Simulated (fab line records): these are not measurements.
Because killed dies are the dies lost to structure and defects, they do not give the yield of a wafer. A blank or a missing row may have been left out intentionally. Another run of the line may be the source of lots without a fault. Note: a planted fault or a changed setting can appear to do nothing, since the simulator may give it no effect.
fab line records | flow rit-cmos
record: lots: 5 wafers: 23
route steps=202 shown M1@184
start-h: hours from the record's opening day to when the first of the lot's shown wafers began | wait-h: how many hours have passed since the lot's step before this one | " unchanged from the row above | L1.1+2: one row covering several wafers at once | - value missing, or start not given | * or withheld: withheld | < > ~ a bound
route shown NAME@n: a module of which the file shows steps, and the number in the route of the first | usual: the fault-free wafers' mean and standard deviation | same: alike in all rows | chamber/n: place in a boat | sites: per-site readings | _std_site: the values' standard deviation | _edge_site: the outer-site mean with the inner-site mean subtracted | radius-mm: how far each site lies from the wafer's centre | mask NAME#n: copy n | behind: tool/chamber where the wafer was last shaped | hold: why the lot was held/for how many hours/how that ended | device: names the non-switching transistor (n, p or np) | end of line: the tests these same wafers got at the end of their route | a step with no rows: only its recipe | killed: the dies lost at the first sort to structure and to defects; this is not the yield of the wafer | map: shows each die of a wafer: x if killed, . if not, _ if none is there
set.NAME: the setting as run; set.NAME@STEP: as run at that earlier step | model.NAME: the simulator's own value behind a step, which no gauge read
one table per step and one row per wafer, for lots whose settings were changed on purpose
== steps ==
step: RIT_M1_SPUTTER_00
recipe: material: Al target-thk-nm: 400 power-w: 2000 chamber-pressure-pa: 0.4 gas: Ar time-s: 500 substrate-temp-c: 25
columns lot.wafer tool chamber start-h wait-h set.power-w model.Al_of_M1_SPUTTER_00.thk-nm
L076.2 pvd-sputter-02 - 64.27 0.0 1902 380.1
L076.3 " - " " 2000 400.5
L076.4 " - " " 2000 401.3
L076.5 " - " " 1902 377.6
L076.6 " - " " 2000 401
L082.1 pvd-sputter-02 - 92.64 0.0 2000 398.4
L082.2 " - " " 1800 357.9
L082.3 " - " " 1800 356.8
L082.4 " - " " 2000 393.3
L082.6 " - " " 2000 394
L083.1 pvd-sputter-01 - 97.12 0.0 2000 402.3
L083.2 " - " " 1767 349.3
L083.3 " - " " 2000 399.5
L083.4 " - " " 1767 356.9
L083.5 " - " " 1767 356.7
L084.1 pvd-sputter-02 - 102.27 0.0 2000 397.6
L084.2 " - " " 2000 400.9
L084.3 " - " " 2000 398.5
L085.2 pvd-sputter-01 - 108.63 0.0 2000 401.1
L085.3 " - " " 2000 404.6
L085.4 " - " " 2219 440.4
L085.5 " - " " 2219 446.7
L085.6 " - " " 2219 448.8
step: RIT_M1_RS_MEAS_01
recipe: thk-meas-gauge: four-point-probe reads: Al_of_M1_SPUTTER_00
usual: M1_AL_RS: 0.0733/0.00059
columns lot.wafer tool chamber start-h wait-h set.power-w@M1_SPUTTER_00 M1_AL_RS[ohm/sq]
L076.2 film-metro-02 - 64.59 0.2 1902 0.0774
L076.3 " - " " 2000 0.0734
L076.4 " - " " 2000 0.0733
L076.5 " - " " 1902 0.0779
L076.6 " - " " 2000 0.0732
L082.1 film-metro-04 - 92.94 0.1 2000 0.0737
L082.2 " - " " 1800 0.0823
L082.3 " - " " 1800 0.0825
L082.4 " - " " 2000 0.0747
L082.6 " - " " 2000 0.0747
L083.1 film-metro-02 - 97.41 0.1 2000 0.0729
L083.2 " - " " 1767 0.0844
L083.3 " - " " 2000 0.0737
L083.4 " - " " 1767 0.0823
L083.5 " - " " 1767 0.0825
L084.1 film-metro-04 - 102.56 0.1 2000 0.0737
L084.2 " - " " 2000 0.0733
L084.3 " - " " 2000 0.0736
L085.2 film-metro-01 - 108.94 0.2 2000 0.0732
L085.3 " - " " 2000 0.0727
L085.4 " - " " 2219 0.0665
L085.5 " - " " 2219 0.0656
L085.6 " - " " 2219 0.0652
step: RIT_M1_THK_MEAS_02
recipe: thk-meas-gauge: xrf reads: Al_of_M1_SPUTTER_00
usual: M1_AL_THK: 406/3.3
columns lot.wafer tool chamber start-h wait-h set.power-w@M1_SPUTTER_00 M1_AL_THK[nm]
L076.2 film-metro-02 - 64.70 0.1 1902 387
L076.3 " - " " 2000 406
L076.4 " - " " 2000 407
L076.5 " - " " 1902 382
L076.6 " - " " 2000 404
L082.1 film-metro-04 - 93.06 0.1 2000 406
L082.2 " - " " 1800 363
L082.3 " - " " 1800 361
L082.4 " - " " 2000 399
L082.6 " - " " 2000 401
L083.1 film-metro-02 - 97.53 0.1 2000 406
L083.2 " - " " 1767 353
L083.3 " - " " 2000 404
L083.4 " - " " 1767 361
L083.5 " - " " 1767 360
L084.1 film-metro-04 - 102.68 0.1 2000 405
L084.2 " - " " 2000 408
L084.3 " - " " 2000 408
L085.2 film-metro-01 - 109.05 0.1 2000 405
L085.3 " - " " 2000 408
L085.4 " - " " 2219 448
L085.5 " - " " 2219 453
L085.6 " - " " 2219 453
== key ==
split: step: RIT_M1_SPUTTER_00 setting: power-w stated: 2000 by: wafer
response: step: RIT_M1_SPUTTER_00 reading: model.Al_of_M1_SPUTTER_00.thk-nm change: +3.93 per: 1% r: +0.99
response: step: RIT_M1_RS_MEAS_01 reading: M1_AL_RS change: -0.000777 per: 1% r: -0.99
response: step: RIT_M1_THK_MEAS_02 reading: M1_AL_THK change: +4.08 per: 1% r: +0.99
